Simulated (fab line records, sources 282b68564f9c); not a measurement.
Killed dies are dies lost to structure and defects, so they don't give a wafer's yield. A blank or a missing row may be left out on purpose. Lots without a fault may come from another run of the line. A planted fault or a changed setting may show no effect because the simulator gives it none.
A struck lot beside a sound one | flow rit_cmos | 21 steps out of a route of 202
Sound: wafers L148.2, L148.3, L148.6. Struck: wafers L161.2, L161.5, L161.6. The cause comes at the end.
At each step with rows: each side's tool, then ch and its chambers, then its first start. Under that, the readings that differ: sound wafers | struck wafers | difference of the means | sigmas: that difference in standard deviations of wafers without a fault.
alike: readings whose means differ by less than 2 such deviations, and words and numbers that are the same on both sides. not compared: withheld readings, readings that some wafer has no value for, bounds like >300 that may hide the same value, and numbers for which the record gives no deviation and whose values overlap.
The two part at a step that has a row with sigmas, a row that says differs or no value, or rows on one side only. Numbers that don't overlap but have no deviation are shown without sigmas and don't part them. A reading that every wafer of one side lacks parts them only if that side has two wafers or more.

first, 6 steps without rows for these wafers: RIT_NRETRO_HMDS_00 (prime time 60 s); RIT_NRETRO_COAT_01 (resist thk 1300 nm); RIT_NRETRO_SOFTBAKE_02 (time 60 s); RIT_NRETRO_EXPOSE_03 (exposes mask M4, target cd 43900 nm); RIT_NRETRO_PEB_04; RIT_NRETRO_DEVELOP_05 (develop time 68 s).
RIT_NRETRO_OVL_MEAS_06:
  sound on overlay-02, day 3 13:26; struck on overlay-02, day 6 20:22
  alike: NRETRO_OVL
then, 2 steps without rows for these wafers: RIT_NRETRO_HARDBAKE_07 (time 120 s); RIT_NRETRO_IMPLANT_08.
RIT_NRETRO_STRIP_09: strips in O2, time 180 s.
  sound on plasma_asher-02 ch 0,1, day 3 13:52; struck on plasma_asher-02 ch 0,1, day 6 20:47
  alike: drypump_motor_current_A
  not compared: rf_hours_counter_h
RIT_NRETRO_TW_MEAS_10:
  sound on film_metro-02, day 3 14:02; struck on film_metro-01, day 6 20:59
  alike: NRETRO_TW
then, 1 step without rows for these wafers: RIT_PRETRO_HMDS_00 (prime time 60 s).
RIT_PRETRO_COAT_01: resist thk 1300 nm.
  sound on litho_track-03 ch 0, day 3 14:16; struck on litho_track-04 ch 0, day 6 21:12
  reading                                     | sound          | struck            | difference | sigmas
  model.NOVOLAK_of_PRETRO_COAT_01.thk_nm (nm) | 1296 1299 1299 | 260.5 260.8 260.5 | -1037.4    |
  alike: chill_plate_temp_C
then, 4 steps without rows for these wafers: RIT_PRETRO_SOFTBAKE_02 (time 60 s); RIT_PRETRO_EXPOSE_03 (exposes mask M5, target cd 43700 nm); RIT_PRETRO_PEB_04; RIT_PRETRO_DEVELOP_05 (develop time 68 s).
RIT_PRETRO_OVL_MEAS_06:
  sound on overlay-02, day 3 14:59; struck on overlay-02, day 6 21:55
  alike: PRETRO_OVL
RIT_PRETRO_HARDBAKE_07: time 120 s.
  sound on litho_track-03 ch 0, day 3 15:03; struck on litho_track-04 ch 0, day 6 21:59
  reading                                     | sound          | struck            | difference | sigmas
  model.NOVOLAK_of_PRETRO_COAT_01.thk_nm (nm) | 1133 1136 1136 | 234.8 234.9 234.7 | -900.2     |
  alike: chill_plate_temp_C
then, 1 step without rows for these wafers: RIT_PRETRO_IMPLANT_08.
RIT_M1_PROBE_99:
  sound on prober-02, day 4 20:14; struck on prober-01, day 8 04:01
  reading                                | sound             | struck            | difference | sigmas
  model.etest.pmos_0p3.r_on_ohm_um       | 6337 6439 6292    | 5988 6091 5992    | -332       |
  model.etest.pmos_0p15.drive_ua_um      | 258.6 247.3 257.6 | 271 265.4 270.8   | +15        |
  model.etest.pmos_turned.drive_ua_um    | 193.1 184.1 191.5 | 199.8 198.7 207.3 | +12.4      |
  model.etest.pmos_narrow.drive_ua_um    | 99.87 99.07 101   | 117.9 114.2 118.5 | +16.9      |
  model.etest.pmos_0p3.drive_ua_um       | 100 99.39 101.6   | 113.5 111 112.6   | +12.0      |
  model.etest.well_edge_left.line_ohm_um | 181.2 184.3 183   | 185.7 187.8 187.8 | +4.3       |
  alike: killed_at_contacts, killed_at_front_end, killed_dies, killed_open, killed_short
  not compared: model.etest.pmos_turned.r_on_ohm_um, model.etest.pmos_0p15.r_on_ohm_um

WHERE THEY PART
Nowhere in this record.

WHY: what the simulator had put in
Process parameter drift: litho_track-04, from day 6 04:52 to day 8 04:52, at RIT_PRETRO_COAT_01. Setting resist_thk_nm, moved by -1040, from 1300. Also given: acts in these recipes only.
